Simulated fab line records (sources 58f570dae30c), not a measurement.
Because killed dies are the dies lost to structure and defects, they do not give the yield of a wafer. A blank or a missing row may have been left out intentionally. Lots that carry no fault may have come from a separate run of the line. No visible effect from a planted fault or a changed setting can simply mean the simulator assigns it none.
Code-filled problem report in 8D (eight disciplines) form    flow berkeley-cmos170    the parts of the form that need people (team, actions taken, sign-off) are left out

1. PROBLEM STATEMENT
Across 2 wafers from 2 lots, M3_AL_RS at UCB170_M3_RS_MEAS_02 averages 0.0289 ohm/sq, while fault-free wafers read 0.0323 ohm/sq with a standard deviation of 0.00041. Measured from the usual mean, that is -8.3 standard deviations.
The step: measures by four-point-probe.
First seen on wafer L747.4, day 11 00:53, on film-metro-02. The record has a number at this step for 42 wafers belonging to 14 lots. By rule, "out" or "out of limits" means more than 4 standard deviations away from the usual mean. The rest of the wafers with a number are treated as sound.

2. WHAT IT IS, WHAT IT ISN'T
question                     is                            is not
which readings at this step  M3_AL_RS                      -
which lots                   L747, L750                    L733, L734, L735, L737, L738, L740, L741, L744, L749, L752, L753, L754
which wafers of those lots   L747.4, L750.4                L747.2, L747.6, L750.3, L750.6
read on which gauges         film-metro-02, film-metro-04  film-metro-03
when                         from day 11 00:53             up to then (26 sound wafers); but 14 sound wafers of L749, L750, L752, L753, L754 came after

3. WHAT RULES OUT EACH SUSPECT
Counting: a tool at a process step up to the reading stays a suspect if it ran every lot that is out. Sound lots after the first of them don't rule it out here, since some wafers of a struck lot are sound.
- the gauge at UCB170_M3_RS_MEAS_02 has been ruled out. The wafers that are out were read on 2 gauges (film-metro-02, film-metro-04).
- plasma-asher-03 at UCB170_M2_STRIP_19 (strips in O2): kept. Every lot that is out went through it, the first being L747 (day 10 21:49); the last sound lot it ran before that was L744 (day 10 10:32).
- pvd-sputter-04 at UCB170_M3_SPUTTER_01 (material Al, target thk 900 nm, time 120 s): kept. Every lot that is out went through it, the first being L747 (day 11 00:46); the last sound lot it ran before that was L741 (day 9 19:56). Its own readings are out on those wafers: chamber-pressure-pa, throttle-valve-pct.
Left after counting: plasma-asher-03 at UCB170_M2_STRIP_19, pvd-sputter-04 at UCB170_M3_SPUTTER_01.

4. THE CAUSE (what the simulator had put in)
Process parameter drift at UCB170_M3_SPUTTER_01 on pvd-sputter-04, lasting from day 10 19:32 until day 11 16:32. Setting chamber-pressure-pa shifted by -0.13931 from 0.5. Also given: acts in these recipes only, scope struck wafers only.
2 suspects survive the count, and this tool is in that group.

5. THE EFFECT CHAIN, in route order
One row per reading whose mean, taken over the struck wafers that have a number, lies over 3 standard deviations from the usual. Scope: only readings with a usual standard deviation given in the record; hours: median across lots of the time from each lot's start at the first step in this table that gives one to its start at this step; sigmas: change in usual standard deviations.
hours  step                     reading              usual          on struck wafers  change   sigmas
0      UCB170_M3_SPUTTER_01     chamber-pressure-pa  0.5000 Pa      0.3597            -0.1403  -99 or more
0      UCB170_M3_SPUTTER_01     throttle-valve-pct   30.9 %         35.9              +5.0     +7.6
0      UCB170_M3_RS_MEAS_02     M3_AL_RS             0.0323 ohm/sq  0.0289            -0.0034  -8.3
0      UCB170_M3_THK_MEAS_03    M3_AL_THK            920 nm         1010              +90      +7.5
4      UCB170_M3_METAL_ETCH_18  oes-product-au       0.854 a.u.     0.897             +0.043   +3.3
Process steps it contains:
- UCB170_M3_SPUTTER_01: material Al, target thk 900 nm, time 120 s.
- UCB170_M3_METAL_ETCH_18: etches Al in Cl2/BCl3, stops on SiO2, target depth 1170 nm, time 195 s.

6. HOW IT WOULD HAVE BEEN CAUGHT EARLIER
5 hours passed between the start of the fault at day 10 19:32 and the first reading out of limits at a measuring or inspecting step in this record, taken at day 11 00:53.
The tool's own readings at UCB170_M3_SPUTTER_01 were out on every struck wafer that the step has a row for (chamber-pressure-pa, throttle-valve-pct): an alarm limit on them would have fired on the first of those.
Lots out: 2; of these, L750 started UCB170_M3_SPUTTER_01 on pvd-sputter-04 after day 11 00:53. A hold on the tool at that time would have spared it.
